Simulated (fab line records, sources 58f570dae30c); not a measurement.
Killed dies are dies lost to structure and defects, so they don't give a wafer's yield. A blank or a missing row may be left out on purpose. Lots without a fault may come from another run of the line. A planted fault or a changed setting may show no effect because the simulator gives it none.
Problem report in the 8D (eight disciplines) form, filled by code | flow berkeley_cmos170 | the parts of the form that need people (team, actions taken, sign-off) are left out

1. THE PROBLEM
PFIELD_TW at UCB170_PFIELD_TW_MEAS_09 reads a mean of 569 on 9 wafers of 3 lots; wafers without a fault read 603 with a standard deviation of 4.8. That is -7.1 standard deviations from the usual mean.
First seen on wafer L328.2, day 6 11:46, on film_metro-01. The record holds 39 wafers of 13 lots with a number at this step. Rule for "out", or "out of limits": more than 4 standard deviations from the usual mean. The other wafers with a number count as sound.

2. WHAT IT IS AND WHAT IT IS NOT
question                    | is                           | is not
which readings at this step | PFIELD_TW                    | -
which lots                  | L326, L328, L329             | L320, L321, L323, L332, L335, L336, L338, L339, L340, L341
which wafers of those lots  | all that have a number       | -
read on which gauges        | film_metro-01, film_metro-04 | film_metro-02
when                        | from day 6 11:46             | up to then (9 sound wafers); but 21 sound wafers of L332, L335, L336, L338, L339, L340, L341 came after

3. SUSPECTS, AND WHAT RULES EACH OUT
Counting: a tool at a process step up to the reading stays a suspect if it ran every lot that is out and no sound lot after the first of them.
- the gauge at UCB170_PFIELD_TW_MEAS_09: ruled out. The wafers that are out were read on 2 gauges (film_metro-01, film_metro-04).
- implanter-01 at UCB170_PFIELD_IMPLANT_07: kept. It ran every lot that is out, first L328 (day 6 11:30), and no sound lot after that; its last sound lot up to then is L323 (day 5 02:16). Its own readings are out on those wafers: beam_energy_keV.
Left after counting: implanter-01 at UCB170_PFIELD_IMPLANT_07.

4. THE CAUSE (what the simulator had put in)
Process parameter drift: implanter-01, from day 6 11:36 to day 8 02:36, at UCB170_PFIELD_IMPLANT_07. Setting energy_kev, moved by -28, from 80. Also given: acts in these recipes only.
Counting left only this tool.

5. THE CHAIN OF EFFECTS, in route order
Each row: a reading whose mean over the struck wafers that have a number lies more than 3 standard deviations from the usual. Only readings for which the record gives a usual standard deviation are gone through. hours: the time from each lot's start at the first step in this table that gives one to its start at this step, as a median over the lots. sigmas: the change in usual standard deviations.
hours | step                     | reading         | usual  | on struck wafers | change  | sigmas
0     | UCB170_PFIELD_IMPLANT_07 | beam_energy_keV | 79.998 | 52.015           | -27.983 | -99 or more
0     | UCB170_PFIELD_TW_MEAS_09 | PFIELD_TW       | 603    | 569              | -34     | -7.1
The process steps in it:
- UCB170_PFIELD_IMPLANT_07
Later measuring or inspecting steps at which every struck wafer that the step has a row for has a number for every such reading, and none has moved that far: UCB170_FIELD_THK_MEAS_91, UCB170_NSD_OVL_MEAS_07.

6. WHAT WOULD HAVE CAUGHT IT SOONER
In this record the first reading out of limits at a measuring or inspecting step was taken at day 6 11:46, 0 hours after the fault began at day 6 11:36.
The tool's own readings at UCB170_PFIELD_IMPLANT_07 were out on every struck wafer that the step has a row for (beam_energy_keV): an alarm limit on them would have fired on the first of those.
Of the lots that are out (3), L326 began UCB170_PFIELD_IMPLANT_07 on implanter-01 after day 6 11:46. A hold on the tool at that time would have spared it.
